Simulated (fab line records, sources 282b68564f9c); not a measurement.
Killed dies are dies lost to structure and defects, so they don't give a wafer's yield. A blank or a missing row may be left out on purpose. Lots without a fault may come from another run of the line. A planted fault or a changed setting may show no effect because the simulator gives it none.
A struck lot beside a sound one | flow rit_cmos | 15 steps out of a route of 202
Sound: wafers L674.2, L674.3, L674.5. Struck: wafer L678.1. The cause comes at the end.
At each step with rows: each side's tool, then ch and its chambers, then its first start. Under that, the readings that differ: sound wafers | struck wafers | difference of the means | sigmas: that difference in standard deviations of wafers without a fault.
alike: readings whose means differ by less than 2 such deviations, and words and numbers that are the same on both sides. not compared: withheld readings, readings that some wafer has no value for, bounds like >300 that may hide the same value, and numbers for which the record gives no deviation and whose values overlap.
The two part at a step that has a row with sigmas, a row that says differs or no value, or rows on one side only. Numbers that don't overlap but have no deviation are shown without sigmas and don't part them. A reading that every wafer of one side lacks parts them only if that side has two wafers or more.

first, 1 step without rows for these wafers: RIT_CONTACT_CLEAN_14 (cleans in SC2, time 600 s).
RIT_M1_SPUTTER_00: material Al, target thk 400 nm, time 500 s.
  sound on pvd_sputter-02, day 4 01:07; struck on pvd_sputter-01, day 4 23:11
  alike: throttle_valve_pct
RIT_M1_RS_MEAS_01: measures by four-point-probe.
  sound on film_metro-01, day 4 01:25; struck on film_metro-03, day 4 23:29
  alike: M1_AL_RS
RIT_M1_THK_MEAS_02: measures by xrf.
  sound on film_metro-01, day 4 01:32; struck on film_metro-03, day 4 23:36
  alike: M1_AL_THK
then, 6 steps without rows for these wafers: RIT_M1_HMDS_03 (prime time 60 s); RIT_M1_COAT_04 (resist thk 1300 nm); RIT_M1_SOFTBAKE_05 (time 60 s); RIT_M1_EXPOSE_06 (exposes mask M12, target cd 2600 nm); RIT_M1_PEB_07; RIT_M1_DEVELOP_08 (develop time 68 s).
RIT_M1_CD_MEAS_09: target cd 2600 nm.
  sound on cd_sem-02, day 4 02:44; struck on cd_sem-01, day 5 00:40
  alike: cd_nm
RIT_M1_OVL_MEAS_10:
  sound on overlay-02, day 4 02:51; struck on overlay-02, day 5 00:47
  alike: M1_OVL
RIT_M1_HARDBAKE_11: time 120 s.
  sound on litho_track-02 ch 0, day 4 03:01; struck on litho_track-02 ch 0, day 5 00:49
  reading                  | sound                | struck | difference | sigmas
  heater_power_total_W (W) | 52.03 52.12 51.94    | 53.51  | +1.48      | +23
  plate_temp_C (C)         | 140.07 139.87 139.88 | 143.03 | +3.09      | +22
  alike: exhaust_pa
RIT_M1_METAL_ETCH_12: etches Al in Cl2/BCl3, stops on SiO2, time 171.1 s, target depth 600 nm.
  sound on rie_metal-04 ch 0,1, day 4 03:13; struck on rie_metal-02 ch 1, day 5 01:04
  reading                | sound          | struck | difference | sigmas
  throttle_valve_pct (%) | 8.09 8.09 8.12 | 8.40   | +0.30      | +2
  alike: drypump_motor_current_A, oes_product_au
  not compared: rf_hours_counter_h
RIT_M1_PROBE_99:
  the record has rows for the struck wafers here (prober-01, day 5 03:20) and none for the sound ones

WHERE THEY PART
First at RIT_M1_HARDBAKE_11; last, within this record, at RIT_M1_PROBE_99.

WHY: what the simulator had put in
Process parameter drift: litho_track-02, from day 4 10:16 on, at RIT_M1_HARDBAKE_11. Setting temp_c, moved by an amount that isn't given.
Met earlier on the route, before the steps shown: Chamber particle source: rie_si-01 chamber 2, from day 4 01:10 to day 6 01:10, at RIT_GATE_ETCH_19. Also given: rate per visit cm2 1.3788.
